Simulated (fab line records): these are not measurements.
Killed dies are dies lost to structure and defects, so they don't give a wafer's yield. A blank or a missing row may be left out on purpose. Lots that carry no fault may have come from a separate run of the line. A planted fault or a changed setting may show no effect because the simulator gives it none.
Chamber matching || flow berkeleyCmos170 || UCB170_SPACER_CVD_00 on pecvd-04: 3 sister chambers
The step deposits SiO2 from TEOS/O2, target thk 376 nm, time 47 s. 14 wafers are shown with their chamber, then 7 later ones without.

== WAFERS PAIRED WITH THEIR CHAMBERS ==
{"wafer": "L988.1", "chamber": 1, "heaterPowerW (W)": 221, "pressureMtorr (mTorr)": 8996}
{"wafer": "L988.2", "chamber": 2, "heaterPowerW (W)": 146, "pressureMtorr (mTorr)": 8991}
{"wafer": "L988.6", "chamber": 2, "heaterPowerW (W)": 162, "pressureMtorr (mTorr)": 8971}
{"wafer": "L989.1", "chamber": 1, "heaterPowerW (W)": 314, "pressureMtorr (mTorr)": 9012}
{"wafer": "L989.2", "chamber": 2, "heaterPowerW (W)": 202, "pressureMtorr (mTorr)": 8988}
{"wafer": "L989.4", "chamber": 2, "heaterPowerW (W)": 214, "pressureMtorr (mTorr)": 8990}
{"wafer": "L991.2", "chamber": 2, "heaterPowerW (W)": 176, "pressureMtorr (mTorr)": 8993}
{"wafer": "L991.5", "chamber": 1, "heaterPowerW (W)": 299, "pressureMtorr (mTorr)": 9009}
{"wafer": "L991.6", "chamber": 2, "heaterPowerW (W)": 189, "pressureMtorr (mTorr)": 9022}
{"wafer": "L998.1", "chamber": 1, "heaterPowerW (W)": 289, "pressureMtorr (mTorr)": 8993}
{"wafer": "L998.5", "chamber": 0, "heaterPowerW (W)": 245, "pressureMtorr (mTorr)": 9009}
{"wafer": "L998.6", "chamber": 1, "heaterPowerW (W)": 296, "pressureMtorr (mTorr)": 8974}
{"wafer": "L999.1", "chamber": 2, "heaterPowerW (W)": 151, "pressureMtorr (mTorr)": 9013}
{"wafer": "L999.5", "chamber": 1, "heaterPowerW (W)": 275, "pressureMtorr (mTorr)": 9015}

SIGNATURES (means of the wafers above)
{"reading": "heaterPowerW", "chamber 0": 245.00, "chamber 1": 282.33, "chamber 2": 177.14, "scatter within a chamber": 29.1}
{"reading": "pressureMtorr", "chamber 0": 9009.00, "chamber 1": 8999.83, "chamber 2": 8995.43, "scatter within a chamber": 16.3}
Rule: for each reading, subtract the chamber's mean from the wafer's reading, divide by that reading's scatter and square the result; add these up over the readings and take the root, which gives the wafer's distance from the chamber. The wafer belongs to the nearest chamber; if the next one is less than 2 further off, it can't be placed. The scatter: take each reading less its chamber's mean, square it, sum over the shown wafers, divide by the number of wafers less the number of chambers, and take the root.

== WAFERS WITHOUT THEIR CHAMBER ==
{"wafer": "L999.6", "heaterPowerW (W)": 256, "pressureMtorr (mTorr)": 9013}
{"wafer": "L105.1", "heaterPowerW (W)": 150, "pressureMtorr (mTorr)": 8985}
{"wafer": "L105.4", "heaterPowerW (W)": 275, "pressureMtorr (mTorr)": 8982}
{"wafer": "L105.5", "heaterPowerW (W)": 172, "pressureMtorr (mTorr)": 8980}
{"wafer": "L110.3", "heaterPowerW (W)": 152, "pressureMtorr (mTorr)": 9011}
{"wafer": "L110.4", "heaterPowerW (W)": 162, "pressureMtorr (mTorr)": 9007}
{"wafer": "L110.6", "heaterPowerW (W)": 233, "pressureMtorr (mTorr)": 8984}

== WHICH CHAMBER EACH WENT THROUGH ==
{"wafer": "L999.6", "from the rows above": "can't be placed: 0 or 1", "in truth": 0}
{"wafer": "L105.1", "from the rows above": 2, "in truth": 2}
{"wafer": "L105.4", "from the rows above": "can't be placed: 1 or 0", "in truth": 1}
{"wafer": "L105.5", "from the rows above": 2, "in truth": 2}
{"wafer": "L110.3", "from the rows above": "can't be placed: 2 or 0", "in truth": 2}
{"wafer": "L110.4", "from the rows above": "can't be placed: 2 or 0", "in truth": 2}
{"wafer": "L110.6", "from the rows above": "can't be placed: 0 or 1 or 2", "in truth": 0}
Placed correctly: 2 of 7. Unplaceable from these rows: 5, with the true chamber sitting among the candidates in 5. Wrongly placed: 0.
